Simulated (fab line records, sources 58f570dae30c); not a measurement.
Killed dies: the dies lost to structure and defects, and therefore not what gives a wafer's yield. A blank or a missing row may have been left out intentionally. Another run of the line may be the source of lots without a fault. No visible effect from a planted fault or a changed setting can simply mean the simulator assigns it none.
One fault through the eyes of 2 desks -- flow berkeleyCmos170 -- numbers are kept per desk, each desk with only its own; the story behind them comes last

== METROLOGY DESK ==
What the gauges read for every lot (on any tool): the sampled wafers with a number, averaged. A lot is out of limits, marked OUT, if its mean lies more than 4 standard deviations from the usual mean; the brackets give that distance.
Columns: A = NLDD_TW at UCB170_NLDD_TW_MEAS_11, usual 2227; B = cdNm at UCB170_V1_CD_MEAS_90, usual 700.7 nm; C = V2_BOW at UCB170_V2_BOW_MEAS_03, usual 37 um
lot,first seen here,A,B,C
L567,day 6 18:04,2194,700.7,38
L569,day 6 18:38,2243,700.6,38
L571,day 7 08:34,2248,699.9,34
L570,day 7 09:03,2250,700.2,36
L572,day 7 09:34,2248,699.8,39
L573,day 7 20:20,2248,698.0,41
L576,day 8 11:24,2246,700.1,45
L579,day 9 01:28,2248,695.9,27
L583,day 9 18:34,2197,700.2,32
L582,day 9 18:39,2252,702.2,50
L581,day 9 18:49,2240,700.4,35
L584,day 10 01:32,2240,699.9,42
L588,day 11 09:04,2196,700.0,32
L590,day 11 14:46,2228,703.0,34
This desk found nothing out of limits on any of the 14 lots.

== TOOL OWNER'S DESK, rieDiel-01 ==
The tool's own readings at UCB170_V1_ETCH_14 (etches SiO2 in CHF3/CF4/Ar, stops on Al, target depth 1250 nm, time 291 s): means of the sampled wafers that have a number, for each lot that ran on this tool. A lot is out of limits, marked OUT, if its mean lies more than 4 standard deviations from the usual mean; the brackets give that distance.
Columns: A = drypumpMotorCurrentA at UCB170_V1_ETCH_14, usual 5.40 A; B = oesProductAu at UCB170_V1_ETCH_14, usual 0.870 a.u.; C = rfFwdPowerW at UCB170_V1_ETCH_14, usual 698.2 W; D = throttleValvePct at UCB170_V1_ETCH_14, usual 6.98 %
lot,first seen here,A,B,C,D
L567,day 7 21:32,5.03,0.877,700.7,6.91
L569,day 7 22:39,5.58,0.880,698.2,6.95
L572,day 8 09:23,5.60,0.872,698.1,6.95
L573,day 9 01:39,5.25,0.873,605.0 (-47) OUT,7.00
L579,day 10 03:49,5.46,0.867,512.9 (-93) OUT,7.10
This desk finds L573, L579 out of limits, L573 being first, at day 9 01:39 (rfFwdPowerW at UCB170_V1_ETCH_14). L567, L569, L572: within limits.

== TAKEN TOGETHER ==
At day 9 01:39, on L573, L579, the tool owner's desk was in a position to raise an alarm.
Metrology desk: nothing out of limits seen.
The metrology desk has L573, L579 on record, within its limits.
UCB170_V1_ETCH_14 was run on rieDiel-01 by each of the lots named.

== WHAT THE SIMULATOR HAD PUT IN ==
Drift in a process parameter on rieDiel-01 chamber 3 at UCB170_V1_ETCH_14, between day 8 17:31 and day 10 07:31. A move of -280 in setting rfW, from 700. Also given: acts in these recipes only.
Struck lots among those shown: L573, L579.
Delay in hours, fault start to first out-of-limits reading, by desk: the tool owner's desk at 8.
